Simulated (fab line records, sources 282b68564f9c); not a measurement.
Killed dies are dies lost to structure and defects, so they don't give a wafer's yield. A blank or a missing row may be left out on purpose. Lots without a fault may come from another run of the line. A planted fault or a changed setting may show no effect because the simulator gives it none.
Which tool did it? | flow rit_cmos | 14 lots, 42 wafers sampled, at 4 steps of a route of 202

WHAT THE GAUGES READ, wafer by wafer
RIT_NLDD_OVL_MEAS_06. Usual: NLDD_OVL 0.1 nm, standard deviation 1.2.
lot  | measured    | on         | NLDD_OVL (nm)  | flag
L482 | day 3 04:25 | overlay-01 | -0.1 1.0 0.0   |
L483 | day 3 09:55 | overlay-01 | 1.7 3.0 1.8    |
L484 | day 3 15:10 | overlay-01 | -1.0 0.2 0.1   |
L485 | day 3 17:43 | overlay-01 | -1.2 0.1 -1.7  |
L486 | day 3 23:07 | overlay-01 | -1.3 -0.8 -0.7 |
L487 | day 4 05:08 | overlay-02 | 0.7 0.1 0.2    |
L488 | day 4 16:04 | overlay-02 | 0.1 -0.7 1.2   |
L490 | day 4 20:50 | overlay-02 | -0.1 0.8 -0.7  |
L492 | day 5 07:32 | overlay-01 | -0.1 0.2 -0.7  |
L494 | day 5 15:28 | overlay-01 | 4.1 3.4 2.6    |
L495 | day 5 20:46 | overlay-01 | 0.4 0.3 -1.1   |
L497 | day 6 06:37 | overlay-02 | 0.0 0.1 -0.7   |
L498 | day 6 11:15 | overlay-02 | -0.7 -1.8 -0.1 |
L500 | day 6 22:22 | overlay-01 | 2.5 -0.3 1.0   |

RIT_CONTACT_CD_MEAS_90: target cd 1000 nm. Usual: cd_nm 1000.2 nm, standard deviation 2.
lot  | measured    | on        | cd_nm (nm)           | flag
L482 | day 3 16:26 | cd_sem-01 | 1001.1 999.1 999.8   |
L483 | day 3 20:41 | cd_sem-01 | 997.9 999.7 999.9    |
L484 | day 4 02:04 | cd_sem-01 | 1002.7 1003.8 1003.9 |
L485 | day 4 04:30 | cd_sem-01 | 1005.0 1001.9 1004.7 |
L486 | day 4 09:53 | cd_sem-01 | 1000.9 1001.8 1002.0 |
L487 | day 4 16:19 | cd_sem-02 | 1003.2 999.6 1001.7  |
L488 | day 5 02:51 | cd_sem-02 | 1000.6 1002.7 1000.0 |
L490 | day 5 08:06 | cd_sem-02 | 999.7 1000.9 1001.6  |
L492 | day 5 18:52 | cd_sem-02 | 999.2 998.7 999.1    |
L494 | day 6 02:39 | cd_sem-02 | 1000.7 997.1 998.5   |
L495 | day 6 07:38 | cd_sem-02 | 999.1 1000.3 998.9   |
L497 | day 6 17:34 | cd_sem-02 | 1001.1 1002.0 1001.9 |
L498 | day 6 22:25 | cd_sem-01 | 998.9 999.0 997.3    |
L500 | day 7 09:00 | cd_sem-02 | 999.2 1001.5 1000.4  |

WHICH TOOL RAN EACH LOT (tool, then ch and the chambers of the sampled wafers, then the start)
lot  | RIT_ACTIVE_STRIP_14                 | RIT_SILICIDE_RTA_04
L482 | plasma_asher-01 ch 0,1, day 1 19:58 | rtp_anneal-02 ch 0, day 3 14:19
L483 | plasma_asher-02 ch 0, day 2 00:52   | rtp_anneal-02 ch 0, day 3 18:38
L484 | plasma_asher-04 ch 0, day 2 05:50   | rtp_anneal-02 ch 0, day 4 00:01
L485 | plasma_asher-04 ch 0,1, day 2 12:04 | rtp_anneal-01 ch 0, day 4 02:35
L486 | plasma_asher-01 ch 0, day 2 17:22   | rtp_anneal-02 ch 0, day 4 07:50
L487 | plasma_asher-04 ch 0,1, day 2 21:15 | rtp_anneal-01 ch 0, day 4 14:23
L488 | plasma_asher-04 ch 0,1, day 3 03:01 | rtp_anneal-02 ch 0, day 5 00:46
L490 | plasma_asher-01 ch 0,1, day 3 13:52 | rtp_anneal-02 ch 0, day 5 06:07
L492 | plasma_asher-01 ch 0, day 3 21:58   | rtp_anneal-02 ch 0, day 5 16:44
L494 | plasma_asher-02 ch 0,1, day 4 10:08 | rtp_anneal-02 ch 0, day 6 00:35
L495 | plasma_asher-01 ch 0,1, day 4 13:24 | rtp_anneal-01 ch 0, day 6 05:34
L497 | plasma_asher-01 ch 0,1, day 5 01:53 | rtp_anneal-01 ch 0, day 6 15:31
L498 | plasma_asher-04 ch 0,1, day 5 04:36 | rtp_anneal-02 ch 0, day 6 20:17
L500 | plasma_asher-01 ch 0,1, day 5 14:07 | rtp_anneal-02 ch 0, day 7 07:04
- RIT_ACTIVE_STRIP_14: strips in O2, time 180 s.
- RIT_SILICIDE_RTA_04: time 10 s, ramp up 5 s, ramp down 5 s.

WHAT THE TOOLS THEMSELVES READ (means of the sampled wafers that have a number; where no wafer has one, the mark that the record gives instead)
RIT_ACTIVE_STRIP_14. Usual: drypump_motor_current_A 5.8 A, standard deviation 0.34.
lot  | tool            | drypump_motor_current_A (A) | flag
L482 | plasma_asher-01 | 5.6                         |
L483 | plasma_asher-02 | 5.6                         |
L484 | plasma_asher-04 | 5.5                         |
L485 | plasma_asher-04 | 6.2                         |
L486 | plasma_asher-01 | 5.9                         |
L487 | plasma_asher-04 | 5.8                         |
L488 | plasma_asher-04 | 5.8                         |
L490 | plasma_asher-01 | 5.7                         |
L492 | plasma_asher-01 | 5.9                         |
L494 | plasma_asher-02 | 5.6                         |
L495 | plasma_asher-01 | 5.6                         |
L497 | plasma_asher-01 | 5.6                         |
L498 | plasma_asher-04 | 5.8                         |
L500 | plasma_asher-01 | 5.6                         |

RIT_SILICIDE_RTA_04. Usual: chamber_o2_ppm 1.997, standard deviation 0.023; wafer_temp_C_max 652.2, standard deviation 0.52.
lot  | tool          | chamber_o2_ppm | wafer_temp_C_max | flag
L482 | rtp_anneal-02 | 2.019          | 652.3            |
L483 | rtp_anneal-02 | 1.995          | 652.5            |
L484 | rtp_anneal-02 | 1.993          | 652.9            |
L485 | rtp_anneal-01 | 1.958          | 652.2            |
L486 | rtp_anneal-02 | 2.016          | 652.5            |
L487 | rtp_anneal-01 | 1.994          | 651.8            |
L488 | rtp_anneal-02 | 1.981          | 652.4            |
L490 | rtp_anneal-02 | 2.019          | 652.2            |
L492 | rtp_anneal-02 | 1.986          | 652.0            |
L494 | rtp_anneal-02 | 2.015          | 653.3            |
L495 | rtp_anneal-01 | 1.992          | 651.8            |
L497 | rtp_anneal-01 | 1.996          | 652.0            |
L498 | rtp_anneal-02 | 1.975          | 722.6            | OFF
L500 | rtp_anneal-02 | 1.978          | 722.5            | OFF

THE ANSWER, worked out from the rows above alone
Rule: a lot is off if the mean of its wafers that have a number lies more than 3 standard deviations from the usual mean. A lot without any number at a reading at which 4 lots or more have one is off too. The other lots that the step has rows for count as sound. The gauges are gone through in route order, then the tools' own readings, and for those a lot's mean is taken as printed above. The first step at which some lot is off is used, and at that step the reading that is off furthest; a lot without a number counts as furthest.
Off: L498, L500, at RIT_SILICIDE_RTA_04 (wafer_temp_C_max).
A tool fits if, at that step or a process step before it, it ran every lot that is off, and no sound lot after the first of them. One fits: rtp_anneal-02 at RIT_SILICIDE_RTA_04. Its last sound lot is L494 (day 6 00:35), its first lot that is off L498 (day 6 20:17): a fault that began between those two fits.
The tool's own readings at RIT_SILICIDE_RTA_04 bear it out: on the lots that are off they differ by more than 5 times the standard deviation of the sound lots' means. wafer_temp_C_max reads 722.5 there against 652.3 on the sound lots.

WHAT THE SIMULATOR HAD PUT IN
Process parameter drift: rtp_anneal-02, from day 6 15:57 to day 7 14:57, at RIT_SILICIDE_RTA_04. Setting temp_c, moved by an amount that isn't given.
Lots struck among those shown: L498, L500. The rule above found the same.
